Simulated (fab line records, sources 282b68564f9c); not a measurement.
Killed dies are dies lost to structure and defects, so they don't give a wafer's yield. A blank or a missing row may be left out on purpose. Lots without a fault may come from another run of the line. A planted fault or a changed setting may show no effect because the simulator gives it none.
Which tool did it? | flow rit_cmos | 15 lots, 45 wafers sampled, at 1 step of a route of 202

WHAT THE GAUGES READ, wafer by wafer
The record holds no reading of a measuring or inspecting step that can be judged against a usual standard deviation.

WHICH TOOL RAN EACH LOT (tool, then ch and the chambers of the sampled wafers, then the start)
lot  | RIT_PSD_STRIP_09
L545 | plasma_asher-01 ch 0, day 3 12:19
L546 | plasma_asher-01 ch 0,1, day 3 16:54
L547 | plasma_asher-04 ch 0,1, day 3 22:15
L549 | plasma_asher-04 ch 0,1, day 4 08:13
L551 | plasma_asher-04 ch 0,1, day 4 18:49
L552 | plasma_asher-02 ch 0,1, day 5 00:30
L553 | plasma_asher-04 ch 1, day 5 02:53
L554 | plasma_asher-01 ch 0,1, day 5 07:55
L557 | plasma_asher-04 ch 0,1, day 5 23:50
L558 | plasma_asher-01 ch 1, day 6 04:20
L561 | plasma_asher-02 ch 0,1, day 6 19:11
L562 | plasma_asher-02 ch 0,1, day 7 00:26
L563 | plasma_asher-01 ch 0,1, day 7 08:41
L565 | plasma_asher-04 ch 0,1, day 7 16:46
L566 | plasma_asher-02 ch 0,1, day 7 22:23
- RIT_PSD_STRIP_09: strips in O2, time 180 s.

WHAT THE TOOLS THEMSELVES READ (means of the sampled wafers that have a number; where no wafer has one, the mark that the record gives instead)
RIT_PSD_STRIP_09. Usual: chamber_pressure_mTorr 4000 mTorr, standard deviation 3.7; drypump_motor_current_A 5.5 A, standard deviation 0.44.
lot  | tool            | chamber_pressure_mTorr (mTorr) | drypump_motor_current_A (A) | flag
L545 | plasma_asher-01 | 3999                           | 5.6                         |
L546 | plasma_asher-01 | 4000                           | 5.7                         |
L547 | plasma_asher-04 | 4001                           | 5.3                         |
L549 | plasma_asher-04 | 4003                           | 5.3                         |
L551 | plasma_asher-04 | 4002                           | 5.3                         |
L552 | plasma_asher-02 | -                              | -                           | OFF
L553 | plasma_asher-04 | -                              | -                           | OFF
L554 | plasma_asher-01 | -                              | -                           | OFF
L557 | plasma_asher-04 | 4001                           | 5.5                         |
L558 | plasma_asher-01 | 4000                           | 5.7                         |
L561 | plasma_asher-02 | 4000                           | 5.4                         |
L562 | plasma_asher-02 | 3996                           | 5.3                         |
L563 | plasma_asher-01 | 4003                           | 5.7                         |
L565 | plasma_asher-04 | 4000                           | 5.5                         |
L566 | plasma_asher-02 | 4000                           | 5.4                         |

THE ANSWER, worked out from the rows above alone
Rule: a lot is off if the mean of its wafers that have a number lies more than 3 standard deviations from the usual mean. A lot without any number at a reading at which 4 lots or more have one is off too. The other lots that the step has rows for count as sound. The gauges are gone through in route order, then the tools' own readings, and for those a lot's mean is taken as printed above. The first step at which some lot is off is used, and at that step the reading that is off furthest; a lot without a number counts as furthest.
Off: L552, L553, L554, at RIT_PSD_STRIP_09 (chamber_pressure_mTorr). Without a number there: L552, L553, L554.
A tool fits if, at that step or a process step before it, it ran every lot that is off, and no sound lot after the first of them. None of those tried fits.

WHAT THE SIMULATOR HAD PUT IN
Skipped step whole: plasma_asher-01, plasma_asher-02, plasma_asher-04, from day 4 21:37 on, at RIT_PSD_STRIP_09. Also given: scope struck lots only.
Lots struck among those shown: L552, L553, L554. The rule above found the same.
